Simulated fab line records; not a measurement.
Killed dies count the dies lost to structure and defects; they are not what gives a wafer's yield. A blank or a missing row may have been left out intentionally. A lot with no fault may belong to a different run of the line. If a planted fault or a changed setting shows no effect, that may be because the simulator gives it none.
A single fault, viewed from 2 desks + flow berkeley_cmos170 + only its own numbers are on each desk; what lay behind them is given at the end

TOOL OWNER'S DESK, litho_track-04
The tool's own readings at UCB170_M1_PEB_07: means of the sampled wafers that have a number, for each lot that ran on this tool. Marked OUT: a lot whose mean sits more than 4 standard deviations from the usual mean, which makes it out of limits; the brackets give that distance.
Columns: A = heater_power_total_W at UCB170_M1_PEB_07, usual 56.81 W; B = plate_temp_C at UCB170_M1_PEB_07, usual 130.00 C; C = resist_line_temp_C at UCB170_M1_PEB_07, usual 23.02 C
| lot  | first seen here | A               | B                | C     |
|------|-----------------|-----------------|------------------|-------|
| L421 | day 8 19:40     | 56.84           | 129.94           | 23.16 |
| L426 | day 9 14:08     | 56.83           | 130.17           | 23.00 |
| L433 | day 10 13:55    | 56.83           | 129.99           | 22.98 |
| L440 | day 12 08:50    | 54.04 (-63) OUT | 125.20 (-37) OUT | 22.93 |
| L441 | day 12 09:06    | 54.02 (-63) OUT | 125.10 (-38) OUT | 22.97 |
| L442 | day 12 21:51    | 54.00 (-64) OUT | 125.13 (-37) OUT | 23.12 |
This desk's verdict: out of limits on L440, L441, L442, starting with L440 at day 12 08:50 (heater_power_total_W at UCB170_M1_PEB_07). L421, L426, L433: within limits.

METROLOGY DESK
Lot by lot, what the gauges showed, no matter which tool ran the lot: averages of those sampled wafers that carry a number. Marked OUT: a lot whose mean sits more than 4 standard deviations from the usual mean, which makes it out of limits; the brackets give that distance.
Columns: A = cd_nm at UCB170_M1_CD_MEAS_09, usual 700.1 nm; B = cd_nm at UCB170_M1_CD_MEAS_90, usual 698.1 nm; C = V1_POLISHED_THK at UCB170_V1_THK_MEAS_04, usual 1000.0 nm
| lot  | first seen here | A               | B               | C      |
|------|-----------------|-----------------|-----------------|--------|
| L421 | day 8 19:57     | 701.6           | 697.0           | 1001.6 |
| L426 | day 9 14:24     | 699.1           | 695.0           | 998.4  |
| L425 | day 9 15:33     | 699.0           | 697.5           | 999.7  |
| L429 | day 10 13:01    | 699.2           | 695.2           | 1001.0 |
| L430 | day 10 13:16    | 699.8           | 701.0           | 1000.1 |
| L432 | day 10 13:43    | 699.6           | 699.0           | 1000.4 |
| L433 | day 10 14:11    | 699.6           | 695.1           | 1000.4 |
| L428 | day 10 14:19    | 699.7           | 700.0           | 1001.0 |
| L431 | day 10 14:29    | 699.0           | 697.7           | 999.9  |
| L438 | day 11 23:17    | 698.1           | 697.5           | 1000.7 |
| L439 | day 12 07:37    | 702.3           | 699.0           | 998.2  |
| L440 | day 12 09:06    | 739.9 (+33) OUT | 740.2 (+18) OUT | 999.1  |
| L441 | day 12 09:23    | 740.6 (+34) OUT | 741.4 (+18) OUT | 1000.0 |
| L442 | day 12 22:07    | 725.6 (+21) OUT | 723.3 (+11) OUT | 1000.3 |
| L443 | day 13 00:46    | 699.9           | 699.0           | 998.4  |
This desk's verdict: out of limits on L440, L441, L442, starting with L440 at day 12 09:06 (cd_nm at UCB170_M1_CD_MEAS_09). L421, L426, L425, L429, L430, L432, L433, L428, L431, L438, L439, L443: within limits.

ALL TOGETHER
An alarm could have come from the tool owner's desk at day 12 08:50, on L440, L441, L442.
On L440, L441, L442, the metrology desk was in a position to raise an alarm at day 12 09:06.
The lots listed all ran UCB170_M1_PEB_07 on litho_track-04.

WHAT HAD BEEN PUT IN BY THE SIMULATOR
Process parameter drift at UCB170_M1_PEB_07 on litho_track-04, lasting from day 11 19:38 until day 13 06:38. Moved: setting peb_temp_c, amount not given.
Lots struck among those shown: L440, L441, L442.
Delay (hours) between the fault's onset and each desk's first out-of-limits reading: 13 at the tool owner's desk, 13 at the metrology desk.
